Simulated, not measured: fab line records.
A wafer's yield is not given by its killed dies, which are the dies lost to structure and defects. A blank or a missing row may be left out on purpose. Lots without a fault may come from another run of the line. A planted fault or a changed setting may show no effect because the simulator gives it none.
Which tool was responsible? ; flow berkeley-cmos170 ; 21 wafers from 7 lots sampled at 3 of the route's 331 steps

## WHAT THE GAUGES SHOWED, per wafer
UCB170_NWELL_THK_MEAS_02.
lot;measured;on;NWELL_OXIDE_THK (nm)
L664;day 2 13:15;film-metro-02;27.0 26.8 26.9
L666;day 3 01:14;film-metro-02;26.8 26.7 26.5
L668;day 3 10:14;film-metro-01;26.6 26.7 26.4
L670;day 3 21:20;film-metro-02;26.8 27.2 26.3
L672;day 4 10:05;film-metro-02;26.8 26.0 26.3
L674;day 4 20:27;film-metro-01;41.5 41.5 41.3
L679;day 5 21:33;film-metro-01;39.6 40.0 38.9

## TOOL THAT RAN EACH LOT (tool first, then ch and the chambers of the sampled wafers, then the start)
lot;UCB170_ZERO_STRIP_07;UCB170_NWELL_OXIDATION_01
L664;plasma-asher-01 ch 0,1, day 2 09:03;furnace-03 ch 0, day 2 11:52
L666;plasma-asher-04 ch 0,1, day 2 20:57;furnace-04 ch 0, day 2 23:53
L668;plasma-asher-04 ch 0,1, day 3 06:37;furnace-01 ch 0, day 3 08:51
L670;plasma-asher-02 ch 0,1, day 3 17:01;furnace-03 ch 0, day 3 19:59
L672;plasma-asher-02 ch 0,1, day 4 04:09;furnace-04 ch 0, day 4 08:43
L674;plasma-asher-02 ch 0,1, day 4 11:13;furnace-01 ch 0, day 4 16:23
L679;plasma-asher-04 ch 0,1, day 5 13:19;furnace-01 ch 0, day 5 17:16
- UCB170_ZERO_STRIP_07: strips in O2.
- UCB170_NWELL_OXIDATION_01: target thk 26.4 nm, ox time 1260 s.

## THE ANSWER, worked out from the rows above alone
Rule: the lots themselves supply what counts as usual. The widest of any qualifying gaps counts: lots, ordered by their means at a reading, are off when they make up no more than a third of the lots, leave a main group of 4 or more, and stand apart from it by 3 or more times the standard deviation of that group's means. Not used: any main group whose means are identical at the precision the tables above print for the reading. Also off: a lot with no number at a reading for which 4 or more lots have one. All remaining lots with rows at the step are treated as sound.
Off: at UCB170_NWELL_THK_MEAS_02 (NWELL_OXIDE_THK), L674, L679. The main group has a mean of 26.7 nm with a standard deviation of 0.18.
If a tool, at a process step before that reading, ran all the lots that are off and no sound lot after the first of them, it fits. Gauges at UCB170_NWELL_THK_MEAS_02: tried the same way as those tools. This does not decide it: 2 tools fit, namely furnace-01 at UCB170_NWELL_OXIDATION_01 and film-metro-01 at UCB170_NWELL_THK_MEAS_02.

## WHAT THE SIMULATOR HAD PUT IN
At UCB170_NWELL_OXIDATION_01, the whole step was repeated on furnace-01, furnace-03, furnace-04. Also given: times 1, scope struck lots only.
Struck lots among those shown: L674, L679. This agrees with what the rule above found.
